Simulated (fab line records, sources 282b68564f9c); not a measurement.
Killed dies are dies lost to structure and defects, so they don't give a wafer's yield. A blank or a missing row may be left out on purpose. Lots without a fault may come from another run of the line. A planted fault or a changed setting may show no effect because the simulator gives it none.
fab line records | flow rit_cmos
record lots=14 wafers=42 last_day=7
route steps=202 shown GATE@93 PLDD@123 PSD@145
lots that met no fault: from a run of the same line without faults
start_h: hours from the record's first day to the start of the lot's first wafer shown | wait_h: hours since the lot's step before | " the same as in the row above | L1.1+2: a row that stands for several wafers | - no value, or no start given | * or withheld: withheld | < > ~ a bound
route shown NAME@n: a module of which the file shows steps, and the number in the route of the first | usual: mean/standard deviation of fault-free wafers | same: alike in all rows | chamber/n: place in a boat | sites: the reading at each site | _std_site: their standard deviation | _edge_site: outer sites' mean less inner sites' | radius_mm: how far each site lies from the wafer's centre | mask NAME#n: copy n | behind: the tool/chamber that last shaped the wafer | hold: why the lot was held/for how many hours/how that ended | device: the transistor (n, p or np) that didn't switch | end of line: the same wafers' tests at the end of the route | a step without rows: its recipe alone | killed: dies lost to structure and defects at the first sort, not the wafer's yield | map: a wafer's dies, x killed, . not, _ none there
set.NAME: the setting as run; set.NAME@STEP: as run at that earlier step | model.NAME: the simulator's own value behind a step, which no gauge read
steps of the route over a sample of lots; a table a step, a row a wafer
services: from which hour (start_h, from the record's first day; less than 0 if before it) a tool's chamber was out of use, for how many hours, and why
## steps
# step RIT_GATE_OVL_MEAS_17
# usual GATE_OVL=0.6/1.5
# columns lot.wafer tool chamber start_h wait_h GATE_OVL[nm]
L944.3 overlay-02 - 42.11 0.1 -1.0
L944.4 " - " " 1.2
L944.5 " - " " 0.4
L946.1 overlay-02 - 48.64 0.1 3.9
L946.3 " - " " 1.2
L946.6 " - " " 1.2
L947.2 overlay-02 - 55.64 0.1 -1.6
L947.3 " - " " -1.4
L947.5 " - " " -0.7
L948.3 overlay-02 - 57.27 0.1 0.6
L948.4 " - " " -0.3
L948.6 " - " " 0.3
L949.1 overlay-02 - 63.08 0.1 1.1
L949.5 " - " " -0.4
L949.6 " - " " -1.7
L953.2 overlay-02 - 82.57 0.1 -1.1
L953.4 " - " " 0.0
L953.6 " - " " -1.5
L956.2 overlay-01 - 98.18 0.1 0.5
L956.4 " - " " -0.7
L956.5 " - " " 1.4
L957.1 overlay-01 - 103.10 0.1 -2.2
L957.2 " - " " -0.6
L957.5 " - " " -0.3
L958.3 overlay-01 - 107.65 0.1 2.2
L958.4 " - " " 2.7
L958.6 " - " " 4.9
L962.1 overlay-02 - 126.83 0.1 3.4
L962.5 " - " " 3.1
L962.6 " - " " 0.6
L963.2 overlay-01 - 132.00 0.1 1.6
L963.4 " - " " 1.5
L963.6 " - " " 0.2
L965.1 overlay-01 - 142.80 0.1 0.7
L965.3 " - " " 0.9
L965.4 " - " " 0.1
L966.2 overlay-02 - 146.77 0.1 2.4
L966.3 " - " " 1.7
L966.4 " - " " 1.8
L967.1 overlay-01 - 152.50 0.1 -1.3
L967.2 " - " " 2.1
L967.3 " - " " 0.6
# step RIT_PLDD_STRIP_09
# recipe chemistry=O2 time_s=180 resist=NOVOLAK platen_temp_c=withheld power_w=500 pressure_mtorr=4000 o2_flow_sccm=4000
# usual drypump_motor_current_A=5.6/0.45
# columns lot.wafer tool chamber start_h wait_h drypump_motor_current_A rf_hours_counter_h
L944.3 plasma_asher-04 0 48.41 0.1 5.1 -
L944.4 " 1 " " 6.0 -
L944.5 " 1 " " 6.0 -
L946.1 plasma_asher-04 1 55.41 0.1 6.0 39
L946.3 " 1 " " 6.0 -
L946.6 " 0 " " 5.1 -
L947.2 plasma_asher-04 1 61.93 0.1 6.0 40
L947.3 " 1 " " 6.0 -
L947.5 " 0 " " 5.1 -
L948.3 plasma_asher-02 0 63.94 0.1 5.7 -
L948.4 " 1 " " 6.1 -
L948.6 " 1 " " 6.1 -
L949.1 plasma_asher-01 0 70.58 0.1 5.0 43
L949.5 " 1 " " 6.0 -
L949.6 " 0 " " 5.0 -
L953.2 plasma_asher-04 0 89.06 0.1 5.1 43
L953.4 " 1 " " 6.0 -
L953.6 " 1 " " 6.0 -
L956.2 plasma_asher-04 0 104.71 0.1 5.1 45
L956.4 " 1 " " 6.0 -
L956.5 " 1 " " 6.0 -
L957.1 plasma_asher-01 0 109.56 0.1 5.0 48
L957.2 " 1 " " 6.0 48
L957.5 " 1 " " 6.0 -
L958.3 plasma_asher-01 1 114.50 0.2 6.0 -
L958.4 " 0 " " 5.0 -
L958.6 " 1 " " 6.0 -
L962.1 plasma_asher-01 1 133.36 0.1 6.0 52
L962.5 " 0 " " 5.0 -
L962.6 " 1 " " 6.0 -
L963.2 plasma_asher-04 1 138.64 0.1 6.0 3
L963.4 " 0 " " 5.1 -
L963.6 " 0 " " 5.1 -
L965.1 plasma_asher-02 1 149.01 0.1 6.1 26
L965.3 " 0 " " 5.7 -
L965.4 " 1 " " 6.1 -
L966.2 plasma_asher-04 0 154.13 0.1 5.1 5
L966.3 " 0 " " 5.1 -
L966.4 " 1 " " 6.0 -
L967.1 plasma_asher-01 0 158.87 0.1 5.0 55
L967.2 " 1 " " 6.0 55
L967.3 " 1 " " 6.0 -
# step RIT_PSD_EXPOSE_03
# recipe mask_id=M10 na=0.57 target_cd_nm=40900 dose_mj=250
# usual focus_offset_nm=0.0/0.58 reticle_temp_C=22.99/0.1
# columns lot.wafer tool chamber start_h wait_h mask focus_offset_nm reticle_temp_C
L944.3 iline_stepper-02 0 53.29 0.2 M10#0 0.5 23.07
L944.4 " 0 " " M10#0 -0.6 23.01
L944.5 " 0 " " M10#0 -0.2 23.18
L946.1 iline_stepper-02 0 60.17 0.1 M10#0 -0.1 22.99
L946.3 " 0 " " M10#0 0.7 22.90
L946.6 " 0 " " M10#0 -0.2 23.05
L947.2 iline_stepper-02 0 66.68 0.1 M10#0 -0.1 22.81
L947.3 " 0 " " M10#0 0.2 23.07
L947.5 " 0 " " M10#0 0.4 22.97
L948.3 iline_stepper-02 0 68.58 0.1 M10#0 0.1 22.84
L948.4 " 0 " " M10#0 0.3 22.94
L948.6 " 0 " " M10#0 0.4 22.96
L949.1 iline_stepper-02 0 75.24 0.1 M10#0 0.0 22.92
L949.5 " 0 " " M10#0 0.0 22.85
L949.6 " 0 " " M10#0 0.2 22.90
L953.2 iline_stepper-01 0 94.20 0.2 M10#0 0.2 23.00
L953.4 " 0 " " M10#0 -0.6 22.98
L953.6 " 0 " " M10#0 -0.7 22.94
L956.2 iline_stepper-01 0 109.64 0.2 M10#0 0.0 23.10
L956.4 " 0 " " M10#0 -0.4 22.94
L956.5 " 0 " " M10#0 -0.3 22.84
L957.1 iline_stepper-01 0 114.31 0.1 M10#0 -0.5 23.06
L957.2 " 0 " " M10#0 -0.7 23.12
L957.5 " 0 " " M10#0 -0.6 23.00
L958.3 iline_stepper-01 0 119.21 0.1 M10#0 -0.6 22.76
L958.4 " 0 " " M10#0 -0.3 22.97
L958.6 " 0 " " M10#0 0.4 22.77
L962.1 iline_stepper-01 0 138.32 0.2 M10#0 1.1 22.93
L962.5 " 0 " " M10#0 0.3 22.89
L962.6 " 0 " " M10#0 1.1 22.80
L963.2 iline_stepper-01 0 143.51 0.1 M10#0 0.0 23.09
L963.4 " 0 " " M10#0 -0.5 22.82
L963.6 " 0 " " M10#0 0.2 22.92
L965.1 iline_stepper-01 0 153.75 0.2 M10#0 -0.5 22.96
L965.3 " 0 " " M10#0 -0.9 23.01
L965.4 " 0 " " M10#0 -0.5 23.13
L966.2 iline_stepper-01 0 158.99 0.1 M10#0 -0.5 22.88
L966.3 " 0 " " M10#0 0.9 23.15
L966.4 " 0 " " M10#0 0.2 23.04
L967.1 iline_stepper-01 0 163.48 0.1 M10#0 0.2 22.97
L967.2 " 0 " " M10#0 -0.5 23.06
L967.3 " 0 " " M10#0 0.4 23.17
# step RIT_PSD_OVL_MEAS_06
# usual PSD_OVL=0.5/1.6
# columns lot.wafer tool chamber start_h wait_h PSD_OVL[nm]
L944.3 overlay-02 - 53.66 - -0.3
L944.4 " - " " 0.0
L944.5 " - " " -0.3
L946.1 overlay-02 - 60.59 - -150.7
L946.3 " - " " -150.9
L946.6 " - " " -149.6
L947.2 overlay-02 - 67.06 - -150.2
L947.3 " - " " -149.4
L947.5 " - " " -148.5
L948.3 overlay-02 - 68.96 - -149.6
L948.4 " - " " -150.4
L948.6 " - " " -150.2
L949.1 overlay-02 - 75.64 - -149.5
L949.5 " - " " -149.9
L949.6 " - " " -150.7
L953.2 overlay-01 - 94.59 - 2.5
L953.4 " - " " 1.1
L953.6 " - " " 3.8
L956.2 overlay-01 - 110.07 - 1.8
L956.4 " - " " 0.9
L956.5 " - " " 0.6
L957.1 overlay-02 - 114.71 - 0.6
L957.2 " - " " 2.0
L957.5 " - " " 0.7
L958.3 overlay-01 - 119.58 - 1.8
L958.4 " - " " 1.8
L958.6 " - " " 1.0
L962.1 overlay-02 - 138.72 - 0.5
L962.5 " - " " 3.0
L962.6 " - " " 0.9
L963.2 overlay-02 - 143.90 - 1.3
L963.4 " - " " 1.9
L963.6 " - " " 0.7
L965.1 overlay-01 - 154.15 - -0.2
L965.3 " - " " 3.2
L965.4 " - " " -0.4
L966.2 overlay-02 - 159.37 - 1.4
L966.3 " - " " 0.7
L966.4 " - " " 2.3
L967.1 overlay-01 - 163.94 - 4.3
L967.2 " - " " 4.2
L967.3 " - " " 3.3
## services
# columns tool chamber start_h hours kind
iline_stepper-02 - 32.14 8.9 pm
iline_stepper-02 0 47.36 - calibration
plasma_asher-02 - 92.79 55.8 repair
plasma_asher-04 - 108.92 9.0 pm
plasma_asher-04 0 108.92 9.0 vent_cycle
plasma_asher-04 1 108.92 9.0 vent_cycle
plasma_asher-04 0 117.92 - clean
plasma_asher-04 1 117.92 - clean
plasma_asher-02 - 155.35 1.5 repair
## key
first_sign step=RIT_PSD_OVL_MEAS_06 reading=PSD_OVL direction=down sigmas=97 usual=0.5 struck=-150.0
effect none on later readings
met_at RIT_PSD_EXPOSE_03
struck_lots L946,L947,L948,L949
tester_left_out L946,L947,L948,L949
not_acting_at RIT_GATE_OVL_MEAS_17,RIT_PLDD_STRIP_09
onset_between 53.29 60.17
fault kind=scanner_matching_overlay tool=iline_stepper-02 chamber=- onset_h=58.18 steps=RIT_PSD_EXPOSE_03 offset=-150
# tester_left_out: of these lots the tester's yield and bins aren't shown, on N5 and GAA mostly nor the transistor test; their killed dies are dies lost to structure and defects alone, not to doping, threshold or leakage, so they don't give the yield
